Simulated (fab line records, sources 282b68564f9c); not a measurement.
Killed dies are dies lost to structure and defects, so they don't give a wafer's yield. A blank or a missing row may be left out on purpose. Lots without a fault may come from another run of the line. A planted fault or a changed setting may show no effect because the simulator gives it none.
Which tool did it? | flow rit_cmos | 15 lots, 45 wafers sampled, at 3 steps of a route of 202

WHAT THE GAUGES READ, wafer by wafer
RIT_M1_RS_MEAS_01: measures by four-point-probe. Usual: M1_AL_RS 0.0736 ohm/sq, standard deviation 0.0007.
lot  | measured    | on            | M1_AL_RS (ohm/sq)    | flag
L957 | day 3 05:53 | film_metro-02 | 0.0730 0.0734 0.0733 |
L958 | day 3 09:07 | film_metro-01 | 0.0735 0.0734 0.0735 |
L959 | day 3 16:24 | film_metro-03 | 0.0729 0.0728 0.0722 |
L961 | day 4 01:17 | film_metro-01 | 0.0747 0.0750 0.0744 |
L962 | day 4 05:44 | film_metro-02 | 0.0728 0.0735 0.0729 |
L963 | day 4 13:27 | film_metro-02 | 0.0741 0.0746 0.0745 |
L965 | day 4 22:37 | film_metro-01 | 0.0729 0.0733 0.0725 |
L967 | day 5 09:05 | film_metro-03 | 0.0734 0.0737 0.0729 |
L968 | day 5 16:16 | film_metro-01 | 0.0738 0.0741 0.0739 |
L970 | day 6 11:55 | film_metro-01 | 0.0731 0.0723 0.0725 |
L971 | day 6 12:44 | film_metro-02 | 0.0366 0.0366 0.0366 | OFF
L973 | day 7 00:21 | film_metro-03 | 0.0736 0.0748 0.0739 |
L975 | day 7 07:47 | film_metro-02 | 0.0362 0.0364 0.0360 | OFF
L977 | day 7 15:36 | film_metro-02 | 0.0366 0.0364 0.0366 | OFF
L980 | day 8 01:41 | film_metro-02 | 0.0749 0.0748 0.0750 |

RIT_M1_THK_MEAS_02: measures by xrf. Usual: M1_AL_THK 397 nm, standard deviation 3.9.
lot  | measured    | on            | M1_AL_THK (nm) | flag
L957 | day 3 05:59 | film_metro-02 | 401 396 395    |
L958 | day 3 09:14 | film_metro-01 | 396 403 398    |
L959 | day 3 16:31 | film_metro-03 | 401 398 402    |
L961 | day 4 01:23 | film_metro-01 | 390 391 392    |
L962 | day 4 05:51 | film_metro-02 | 404 398 402    |
L963 | day 4 13:34 | film_metro-02 | 394 394 394    |
L965 | day 4 22:43 | film_metro-01 | 400 399 405    |
L967 | day 5 09:10 | film_metro-03 | 396 393 395    |
L968 | day 5 16:23 | film_metro-01 | 396 395 397    |
L970 | day 6 12:02 | film_metro-01 | 399 402 403    |
L971 | day 6 12:52 | film_metro-02 | 788 787 786    | OFF
L973 | day 7 00:28 | film_metro-03 | 396 390 394    |
L975 | day 7 07:54 | film_metro-02 | 805 801 800    | OFF
L977 | day 7 15:43 | film_metro-02 | 792 797 796    | OFF
L980 | day 8 01:47 | film_metro-02 | 393 392 392    |

WHICH TOOL RAN EACH LOT (tool, then ch and the chambers of the sampled wafers, then the start)
lot  | RIT_M1_SPUTTER_00
L957 | pvd_sputter-03, day 3 05:32
L958 | pvd_sputter-02, day 3 08:48
L959 | pvd_sputter-03, day 3 16:06
L961 | pvd_sputter-02, day 4 00:58
L962 | pvd_sputter-01, day 4 05:26
L963 | pvd_sputter-02, day 4 13:10
L965 | pvd_sputter-02, day 4 22:16
L967 | pvd_sputter-02, day 5 08:44
L968 | pvd_sputter-02, day 5 15:59
L970 | pvd_sputter-01, day 6 11:36
L971 | pvd_sputter-02, day 6 11:59
L973 | pvd_sputter-02, day 7 00:03
L975 | pvd_sputter-03, day 7 07:01
L977 | pvd_sputter-03, day 7 14:51
L980 | pvd_sputter-02, day 8 01:22
- RIT_M1_SPUTTER_00: material Al, target thk 400 nm, time 500 s.

WHAT THE TOOLS THEMSELVES READ (means of the sampled wafers that have a number; where no wafer has one, the mark that the record gives instead)
RIT_M1_SPUTTER_00. Usual: throttle_valve_pct 30.2 %, standard deviation 0.97.
lot  | tool           | throttle_valve_pct (%) | flag
L957 | pvd_sputter-03 | 30.4                   |
L958 | pvd_sputter-02 | 30.1                   |
L959 | pvd_sputter-03 | 29.5                   |
L961 | pvd_sputter-02 | 29.6                   |
L962 | pvd_sputter-01 | 31.2                   |
L963 | pvd_sputter-02 | 30.0                   |
L965 | pvd_sputter-02 | 30.0                   |
L967 | pvd_sputter-02 | 30.6                   |
L968 | pvd_sputter-02 | 30.7                   |
L970 | pvd_sputter-01 | 31.1                   |
L971 | pvd_sputter-02 | 30.5                   |
L973 | pvd_sputter-02 | 30.0                   |
L975 | pvd_sputter-03 | 29.1                   |
L977 | pvd_sputter-03 | 30.6                   |
L980 | pvd_sputter-02 | 30.8                   |

THE ANSWER, worked out from the rows above alone
Rule: a lot is off if the mean of its wafers that have a number lies more than 3 standard deviations from the usual mean. A lot without any number at a reading at which 4 lots or more have one is off too. The other lots that the step has rows for count as sound. The gauges are gone through in route order, then the tools' own readings, and for those a lot's mean is taken as printed above. The first step at which some lot is off is used, and at that step the reading that is off furthest; a lot without a number counts as furthest.
Off: L971, L975, L977, at RIT_M1_RS_MEAS_01 (M1_AL_RS).
A tool fits if, at a process step before that reading, it ran every lot that is off, and no sound lot after the first of them. The gauges at RIT_M1_RS_MEAS_01 are tried like those tools. None of those tried fits.

WHAT THE SIMULATOR HAD PUT IN
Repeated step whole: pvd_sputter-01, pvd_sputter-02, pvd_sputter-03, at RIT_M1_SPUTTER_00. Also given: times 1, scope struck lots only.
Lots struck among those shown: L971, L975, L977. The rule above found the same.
